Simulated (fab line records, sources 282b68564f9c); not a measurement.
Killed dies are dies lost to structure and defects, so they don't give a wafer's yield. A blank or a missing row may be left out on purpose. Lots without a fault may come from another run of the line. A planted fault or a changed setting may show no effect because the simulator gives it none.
Which tool did it? | flow rit_cmos | 14 lots, 42 wafers sampled, at 5 steps of a route of 202

WHAT THE GAUGES READ, wafer by wafer
RIT_ACTIVE_BOW_MEAS_00. Usual: INCOMING_BOW 0 um, standard deviation 6.9.
lot  | measured    | on            | INCOMING_BOW (um) | flag
L839 | day 1 10:00 | film_metro-04 | -2 7 -9           |
L841 | day 1 20:01 | film_metro-02 | 3 -3 2            |
L842 | day 2 01:01 | film_metro-04 | -3 -1 1           |
L844 | day 2 11:00 | film_metro-03 | 4 -9 -6           |
L846 | day 2 21:00 | film_metro-04 | -11 -15 3         |
L848 | day 3 07:00 | film_metro-03 | 10 -9 -3          |
L849 | day 3 12:02 | film_metro-04 | 3 3 8             |
L851 | day 3 22:02 | film_metro-04 | -1 -11 2          |
L852 | day 4 03:00 | film_metro-02 | -3 2 3            |
L853 | day 4 08:02 | film_metro-03 | -6 5 4            |
L855 | day 4 18:00 | film_metro-03 | -3 -4 -4          |
L857 | day 5 04:01 | film_metro-02 | 6 11 -2           |
L858 | day 5 09:04 | film_metro-02 | 2 5 -7            |
L862 | day 6 05:01 | film_metro-02 | 0 -15 0           |

RIT_PSD_TW_MEAS_10. Usual: PSD_TW 3430, standard deviation 27.
lot  | measured    | on            | PSD_TW         | flag
L839 | day 3 12:05 | film_metro-03 | 3471 3460 3468 |
L841 | day 3 14:23 | film_metro-04 | 3418 3430 3454 |
L842 | day 4 01:08 | film_metro-03 | 3481 3499 3510 |
L844 | day 4 08:02 | film_metro-04 | 3418 3428 3408 |
L846 | day 4 17:47 | film_metro-02 | 3415 3431 3441 |
L848 | day 5 05:25 | film_metro-04 | 3407 3400 3413 |
L849 | day 5 09:19 | film_metro-03 | 3463 3463 3460 |
L851 | day 5 18:50 | film_metro-04 | 3418 3404 3418 |
L852 | day 6 02:04 | film_metro-04 | 3405 3401 3410 |
L853 | day 6 11:58 | film_metro-02 | 3418 3427 3427 |
L855 | day 6 17:31 | film_metro-04 | 3403 3399 3404 |
L857 | day 7 14:30 | film_metro-04 | 3419 3408 3418 |
L858 | day 7 23:07 | film_metro-04 | 3430 3429 3425 |
L862 | day 8 19:18 | film_metro-02 | 3403 3400 3411 |

RIT_M1_CD_MEAS_90: target cd 2600 nm. Usual: cd_nm 2599.3 nm, standard deviation 2.2.
lot  | measured    | on        | cd_nm (nm)                                | flag
L839 | day 3 18:30 | cd_sem-02 | 2601.6 2599.8 2600.7                      |
L841 | day 3 20:26 | cd_sem-01 | 2599.1 2601.2 2603.7                      |
L842 | day 4 07:19 | cd_sem-01 | 2600.6 2600.3 2601.8                      |
L844 | day 4 14:16 | cd_sem-01 | 2599.6 2599.9 2600.2                      |
L846 | day 5 00:04 | cd_sem-01 | 2592.6 2597.6 2597.6                      |
L848 | day 5 11:31 | cd_sem-01 | 2601.2 2600.8 2601.1                      |
L849 | day 5 15:31 | cd_sem-01 | 2600.7 2602.5 2599.2                      |
L851 | day 6 01:00 | cd_sem-01 | 2598.7 2598.9 2598.1                      |
L852 | day 6 08:23 | cd_sem-01 | 2603.0 2600.3 2603.5                      |
L853 | day 6 18:16 | cd_sem-01 | 2598.1 2596.6 2598.0                      |
L855 | day 6 23:50 | cd_sem-02 | 2606.1 2607.8 2606.4 2606.3 2607.2 2606.6 | OFF
L857 | day 7 20:40 | cd_sem-01 | 2597.6 2596.4 2594.9                      |
L858 | day 8 05:25 | cd_sem-01 | 2608.1 2607.1 2608.1                      | OFF
L862 | day 9 01:22 | cd_sem-02 | 2595.6 2597.2 2597.2                      |

WHICH TOOL RAN EACH LOT (tool, then ch and the chambers of the sampled wafers, then the start)
lot  | RIT_PWELL_STRIP_09                  | RIT_M1_METAL_ETCH_12
L839 | plasma_asher-04 ch 0,1, day 1 23:50 | rie_metal-02 ch 0,1, day 3 17:58
L841 | plasma_asher-02 ch 1, day 2 09:29   | rie_metal-01 ch 0,1, day 3 19:54
L842 | plasma_asher-02 ch 1, day 2 19:58   | rie_metal-02 ch 0,1, day 4 06:47
L844 | plasma_asher-02 ch 0,1, day 3 00:58 | rie_metal-01 ch 0,1, day 4 13:46
L846 | plasma_asher-03 ch 0,1, day 3 13:13 | rie_metal-03 ch 0,1, day 4 23:32
L848 | plasma_asher-04 ch 0,1, day 4 01:10 | rie_metal-02 ch 0,1, day 5 10:55
L849 | plasma_asher-03 ch 0,1, day 4 03:38 | rie_metal-03 ch 0,1, day 5 14:59
L851 | plasma_asher-03 ch 0,1, day 4 15:37 | rie_metal-02 ch 0,1, day 6 00:23
L852 | plasma_asher-03 ch 0,1, day 4 18:19 | rie_metal-03 ch 1, day 6 07:41
L853 | plasma_asher-04 ch 0,1, day 5 01:25 | rie_metal-01 ch 0,1, day 6 17:46
L855 | plasma_asher-02 ch 0,1, day 5 07:53 | rie_metal-03 ch 1, day 6 23:09
L857 | plasma_asher-02 ch 0,1, day 5 22:53 | rie_metal-02 ch 0, day 7 20:07
L858 | plasma_asher-02 ch 0,1, day 6 04:19 | rie_metal-03 ch 1, day 8 04:49
L862 | plasma_asher-04 ch 0,1, day 7 05:22 | rie_metal-01 ch 0,1, day 9 00:50
- RIT_PWELL_STRIP_09: strips in O2, time 180 s.
- RIT_M1_METAL_ETCH_12: etches Al in Cl2/BCl3, stops on SiO2, time 165 s, target depth 600 nm.

WHAT THE TOOLS THEMSELVES READ (means of the sampled wafers that have a number; where no wafer has one, the mark that the record gives instead)
RIT_PWELL_STRIP_09. Usual: chamber_pressure_mTorr 4000 mTorr, standard deviation 3.7; drypump_motor_current_A 5.95 A, standard deviation 0.26.
lot  | tool            | chamber_pressure_mTorr (mTorr) | drypump_motor_current_A (A) | flag
L839 | plasma_asher-04 | 4001                           | 5.86                        |
L841 | plasma_asher-02 | 4001                           | 5.61                        |
L842 | plasma_asher-02 | 4003                           | 5.60                        |
L844 | plasma_asher-02 | 3996                           | 5.76                        |
L846 | plasma_asher-03 | 3997                           | 6.24                        |
L848 | plasma_asher-04 | 4002                           | 5.86                        |
L849 | plasma_asher-03 | 4000                           | 6.23                        |
L851 | plasma_asher-03 | 4000                           | 6.08                        |
L852 | plasma_asher-03 | 3999                           | 6.08                        |
L853 | plasma_asher-04 | 4002                           | 5.86                        |
L855 | plasma_asher-02 | 3996                           | 5.70                        |
L857 | plasma_asher-02 | 4001                           | 5.76                        |
L858 | plasma_asher-02 | 4000                           | 5.67                        |
L862 | plasma_asher-04 | 4000                           | 5.83                        |

RIT_M1_METAL_ETCH_12. Usual: chamber_pressure_mTorr 100.00 mTorr, standard deviation 0.097; drypump_motor_current_A 5.71 A, standard deviation 0.26; he_backside_leak_sccm 3.31 sccm, standard deviation 0.23; mfc_cl2_sccm 60.03 sccm, standard deviation 0.19; oes_product_au 0.781 a.u., standard deviation 0.011; throttle_valve_pct 8.26 %, standard deviation 0.13.
lot  | tool         | chamber_pressure_mTorr (mTorr) | drypump_motor_current_A (A) | he_backside_leak_sccm (sccm) | mfc_cl2_sccm (sccm) | oes_product_au (a.u.) | throttle_valve_pct (%) | flag
L839 | rie_metal-02 | 99.91                          | 5.83                        | 3.34                         | 60.07               | 0.780                 | 8.18                   |
L841 | rie_metal-01 | 100.00                         | 5.70                        | 3.17                         | 60.18               | 0.788                 | 8.16                   |
L842 | rie_metal-02 | 99.99                          | 5.61                        | 3.22                         | 60.14               | 0.772                 | 8.29                   |
L844 | rie_metal-01 | 99.83                          | 5.69                        | 3.08                         | 60.16               | 0.789                 | 8.16                   |
L846 | rie_metal-03 | 99.96                          | 5.40                        | 3.56                         | 60.06               | 0.778                 | 8.39                   |
L848 | rie_metal-02 | 99.99                          | 5.83                        | 3.27                         | 60.03               | 0.777                 | 8.19                   |
L849 | rie_metal-03 | 100.02                         | 5.61                        | 3.43                         | 59.97               | 0.784                 | 8.38                   |
L851 | rie_metal-02 | 100.02                         | 5.60                        | 3.23                         | 60.10               | 0.760                 | 8.29                   |
L852 | rie_metal-03 | 100.05                         | 5.82                        | 3.44                         | 60.11               | 0.788                 | 8.33                   |
L853 | rie_metal-01 | 100.03                         | 5.79                        | 3.26                         | 60.07               | 0.780                 | 8.22                   |
L855 | rie_metal-03 | 100.00                         | 5.82                        | 3.34                         | 59.91               | 0.778                 | 8.33                   |
L857 | rie_metal-02 | 99.99                          | 5.39                        | 3.07                         | 59.77               | 0.762                 | 8.38                   |
L858 | rie_metal-03 | 99.95                          | 5.81                        | 3.81                         | 60.08               | 0.788                 | 8.34                   |
L862 | rie_metal-01 | 99.96                          | 5.77                        | 3.14                         | 59.97               | 0.795                 | 8.20                   |

THE ANSWER, worked out from the rows above alone
Rule: a lot is off if the mean of its wafers that have a number lies more than 3 standard deviations from the usual mean. A lot without any number at a reading at which 4 lots or more have one is off too. The other lots that the step has rows for count as sound. The gauges are gone through in route order, then the tools' own readings, and for those a lot's mean is taken as printed above. The first step at which some lot is off is used, and at that step the reading that is off furthest; a lot without a number counts as furthest.
Off: L855, L858, at RIT_M1_CD_MEAS_90 (cd_nm).
A tool fits if, at a process step before that reading, it ran every lot that is off, and no sound lot after the first of them. The gauges at RIT_M1_CD_MEAS_90 are tried like those tools. One fits: rie_metal-03 at RIT_M1_METAL_ETCH_12. Its last sound lot is L852 (day 6 07:41), its first lot that is off L855 (day 6 23:09): a fault that began between those two fits.

WHAT THE SIMULATOR HAD PUT IN
Process parameter drift: rie_metal-03, from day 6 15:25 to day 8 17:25, at RIT_M1_METAL_ETCH_12. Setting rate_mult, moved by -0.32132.
Lots struck among those shown: L855, L858. The rule above found the same.
